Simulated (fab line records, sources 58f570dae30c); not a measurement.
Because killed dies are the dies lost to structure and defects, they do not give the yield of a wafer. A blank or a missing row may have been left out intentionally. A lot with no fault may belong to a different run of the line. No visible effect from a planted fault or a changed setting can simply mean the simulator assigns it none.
A lot that was struck, set against a sound lot | flow berkeleyCmos170 | 14 out of 331 route steps
Sound: these wafers, L637.3, L637.4, L637.6. Wafers L649.2, L649.3, L649.6 were the ones struck. The cause is given at the end.
For every step that has rows: the tool of each side, followed by ch and its chambers, followed by its first start. Under that, the readings that differ: sound wafers | struck wafers | difference of the means | sigmas: that difference in standard deviations of wafers without a fault.
alike: words and numbers the same on both sides, and readings whose means are apart by under 2 such deviations; not compared: readings that were withheld, readings missing a value for some wafer, numbers with overlapping values and no deviation given by the record, and bounds like >300 which may hide the same value.
The two part at a step that has a row with sigmas, a row that says differs or no value, or rows on one side only. Numbers that don't overlap but have no deviation are shown without sigmas and don't part them. Lack of a reading on every wafer of one side parts them only where that side has two or more wafers.

first, 3 steps without rows for these wafers: UCB170_ACTIVE_CLEAN_00 (cleans in SPM, time 600 s); UCB170_ACTIVE_CLEAN_01 (cleans in dHF, time 60 s); UCB170_ACTIVE_OXIDATION_02 (target thk 26.4 nm, ox time 1260 s).
UCB170_ACTIVE_THK_MEAS_03:
  sound on filmMetro-02 at day 3 17:50; struck on filmMetro-02 at day 6 07:02
  alike: ACTIVE_OXIDE_THK
then, 2 steps without rows for these wafers: UCB170_ACTIVE_ANNEAL_04 (time 900 s); UCB170_ACTIVE_CVD_05 (deposits Si3N4 from SiH2Cl2/NH3, target thk 220 nm, time 3300 s).
UCB170_ACTIVE_THK_MEAS_06:
  sound on filmMetro-02 at day 3 22:14; struck on filmMetro-02 at day 6 10:17
  alike: ACTIVE_NITRIDE_THK
then, 5 steps without rows for these wafers: UCB170_ACTIVE_HMDS_07 (prime time 60 s); UCB170_ACTIVE_COAT_08 (resist thk 900 nm); UCB170_ACTIVE_SOFTBAKE_09 (time 60 s); UCB170_ACTIVE_EXPOSE_10 (exposes mask ACTIVE, target cd 1200 nm); UCB170_ACTIVE_PEB_11.
UCB170_ACTIVE_DEVELOP_12: develop time 45 s.
  struck on lithoTrack-01, day 6 11:00; sound on lithoTrack-04 ch 0, day 3 23:00
  no value came back on the struck wafers for chillPlateTempC (C), developTimeS (s); on the sound wafers chillPlateTempC (C) reads 22.95 23.08 22.98
reading                                | sound             | struck          | difference | sigmas
model.KrF_of_ACTIVE_COAT_08.thkNm (nm) | 884.1 888.8 885.2 | 899.6 898.7 901 | +13.7      | 
UCB170_ACTIVE_CD_MEAS_13: target cd 1200 nm.
  sound on cdSem-01 at day 3 23:54; struck on cdSem-02 at day 6 11:14
reading   | sound                | struck | difference                    | sigmas
cdNm (nm) | 1200.0 1201.4 1200.9 | - - -  | no value on the struck wafers | 

## WHERE THEY PART
Last at UCB170_ACTIVE_CD_MEAS_13 as far as this record goes, first at UCB170_ACTIVE_DEVELOP_12.

WHY: whatever the simulator had introduced
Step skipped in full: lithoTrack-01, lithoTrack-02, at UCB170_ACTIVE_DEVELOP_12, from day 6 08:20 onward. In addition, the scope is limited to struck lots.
